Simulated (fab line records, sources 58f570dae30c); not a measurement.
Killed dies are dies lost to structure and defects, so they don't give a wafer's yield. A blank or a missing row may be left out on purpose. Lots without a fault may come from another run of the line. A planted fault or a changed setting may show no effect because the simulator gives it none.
Which tool did it? | flow berkeley_cmos170 | 14 lots, 42 wafers sampled, at 1 step of a route of 331

WHAT THE GAUGES READ, wafer by wafer
The record holds no reading of a measuring or inspecting step that can be judged against a usual standard deviation.

WHICH TOOL RAN EACH LOT (tool, then ch and the chambers of the sampled wafers, then the start)
lot  | UCB170_ACTIVE_CLEAN_00
L610 | wet_bench-02 ch 1, day 4 04:55
L611 | wet_bench-02 ch 3, day 4 04:55
L612 | wet_bench-02 ch 2, day 4 17:59
L614 | wet_bench-02 ch 2, day 4 17:59
L616 | wet_bench-02 ch 0, day 5 02:58
L618 | wet_bench-02 ch 0, day 5 23:57
L619 | wet_bench-02 ch 0, day 6 09:59
L620 | wet_bench-02 ch 3, day 6 09:59
L621 | wet_bench-02 ch 3, day 6 09:59
L623 | wet_bench-03 ch 1, day 6 21:18
L624 | wet_bench-04 ch 1, day 7 13:53
L630 | wet_bench-03 ch 2, day 9 04:17
L629 | wet_bench-03 ch 2, day 9 04:28
L633 | wet_bench-03 ch 2, day 9 10:38
- UCB170_ACTIVE_CLEAN_00: cleans in SPM, time 600 s.

WHAT THE TOOLS THEMSELVES READ (means of the sampled wafers that have a number; where no wafer has one, the mark that the record gives instead)
UCB170_ACTIVE_CLEAN_00.
lot  | tool         | bath_guard_temp_C (C) | bath_heat_duty_pct (%)
L610 | wet_bench-02 | 119.5                 | 12.8
L611 | wet_bench-02 | 120.5                 | 12.9
L612 | wet_bench-02 | 119.6                 | 12.2
L614 | wet_bench-02 | 119.7                 | 12.2
L616 | wet_bench-02 | 119.9                 | 15.3
L618 | wet_bench-02 | 119.8                 | 14.9
L619 | wet_bench-02 | 119.5                 | 15.3
L620 | wet_bench-02 | 120.5                 | 13.7
L621 | wet_bench-02 | 120.6                 | 13.5
L623 | wet_bench-03 | 120.4                 | 12.8
L624 | wet_bench-04 | 119.4                 | 13.1
L630 | wet_bench-03 | 120.4                 | 13.1
L629 | wet_bench-03 | -                     | -
L633 | wet_bench-03 | -                     | -

THE ANSWER, worked out from the rows above alone
Rule: what is usual is taken from the lots themselves. Put in order of their means at a reading, lots are off if they are a third of the lots or fewer, leave a main group of 4 or more, and stand apart from it by a gap of 3 or more times the standard deviation of the main group's means; of several such gaps the widest counts. A main group whose means are all the same, to the digits that the tables above print for the reading, isn't used. A lot without any number at a reading at which 4 lots or more have one is off too. The other lots that the step has rows for count as sound. The gauges are gone through in route order, then the tools' own readings, and for those a lot's mean is taken as printed above. The first step at which some lot is off is used, and at that step the reading that is off furthest; a lot without a number counts as furthest.
Off: L629, L633, at UCB170_ACTIVE_CLEAN_00 (bath_guard_temp_C). Without a number there: L629, L633. The main group: mean 120.0 C, standard deviation 0.44.
A tool fits if, at that step or a process step before it, it ran every lot that is off, and no sound lot after the first of them. One fits: wet_bench-03 at UCB170_ACTIVE_CLEAN_00. Its last sound lot is L630 (day 9 04:17), its first lot that is off L629 (day 9 04:28): a fault that began between those two fits.
Blank at UCB170_ACTIVE_CLEAN_00 on the lots that are off, where sound lots have numbers: bath_guard_temp_C, bath_heat_duty_pct.

WHAT THE SIMULATOR HAD PUT IN
Skipped step whole: wet_bench-03, from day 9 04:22 on, at UCB170_ACTIVE_CLEAN_00. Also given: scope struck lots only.
Lots struck among those shown: L629, L633. The rule above found the same.
